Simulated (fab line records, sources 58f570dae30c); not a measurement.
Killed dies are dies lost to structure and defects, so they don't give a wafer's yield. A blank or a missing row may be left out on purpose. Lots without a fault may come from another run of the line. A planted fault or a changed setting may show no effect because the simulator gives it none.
A struck lot beside a sound one | flow berkeley_cmos170 | 14 steps out of a route of 331
Sound: wafers L266.2, L266.3, L266.4. Struck: wafers L278.3, L278.4, L278.5. The cause comes at the end.
At each step with rows: each side's tool, then ch and its chambers, then its first start. Under that, the readings that differ: sound wafers | struck wafers | difference of the means | sigmas: that difference in standard deviations of wafers without a fault.
alike: readings whose means differ by less than 2 such deviations, and words and numbers that are the same on both sides. not compared: withheld readings, readings that some wafer has no value for, bounds like >300 that may hide the same value, and numbers for which the record gives no deviation and whose values overlap.
The two part at a step that has a row with sigmas, a row that says differs or no value, or rows on one side only. Numbers that don't overlap but have no deviation are shown without sigmas and don't part them. A reading that every wafer of one side lacks parts them only if that side has two wafers or more.

first, 1 step without rows for these wafers: UCB170_M3_PRE_CLEAN_00 (preclean etch time 60 s).
UCB170_M3_SPUTTER_01: material Al, target thk 900 nm, time 120 s.
  sound on pvd_sputter-04, day 8 14:19; struck on pvd_sputter-04, day 11 11:04
  alike: throttle_valve_pct
UCB170_M3_RS_MEAS_02: measures by four-point-probe.
  sound on film_metro-03, day 8 14:25; struck on film_metro-01, day 11 11:12
  alike: M3_AL_RS
UCB170_M3_THK_MEAS_03: measures by xrf.
  sound on film_metro-03, day 8 14:32; struck on film_metro-01, day 11 11:18
  alike: M3_AL_THK
then, 3 steps without rows for these wafers: UCB170_M3_HMDS_04 (prime time 60 s); UCB170_M3_COAT_05 (resist thk 900 nm); UCB170_M3_SOFTBAKE_06 (time 60 s).
UCB170_M3_STRIP_07: strips in O2.
  sound on plasma_asher-03 ch 0,1, day 8 15:02; struck on plasma_asher-01 ch 0,1, day 11 12:22
  alike: drypump_motor_current_A, oes_product_au, strip_time_to_endpoint_s
  not compared: rf_hours_counter_h
then, 4 steps without rows for these wafers: UCB170_M3_STRIP_08 (strips KrF in DMSO, time 600 s); UCB170_M3_COAT_09; UCB170_M3_COAT_10 (resist thk 900 nm); UCB170_M3_SOFTBAKE_11 (time 60 s).
UCB170_M3_EXPOSE_12: exposes mask METAL3, target cd 700 nm.
  sound on krf_scanner-01 ch 0, day 8 15:46; struck on krf_scanner-01, day 11 13:37
  no value came back on the struck wafers for exposure_dose_mJ_cm2, focus_offset_nm (nm); on the sound wafers exposure_dose_mJ_cm2 reads 25.96 26.00 26.02
  alike: mask
then, 1 step without rows for these wafers: UCB170_M3_PEB_13.

WHERE THEY PART
Only at UCB170_M3_EXPOSE_12, within this record.

WHY: what the simulator had put in
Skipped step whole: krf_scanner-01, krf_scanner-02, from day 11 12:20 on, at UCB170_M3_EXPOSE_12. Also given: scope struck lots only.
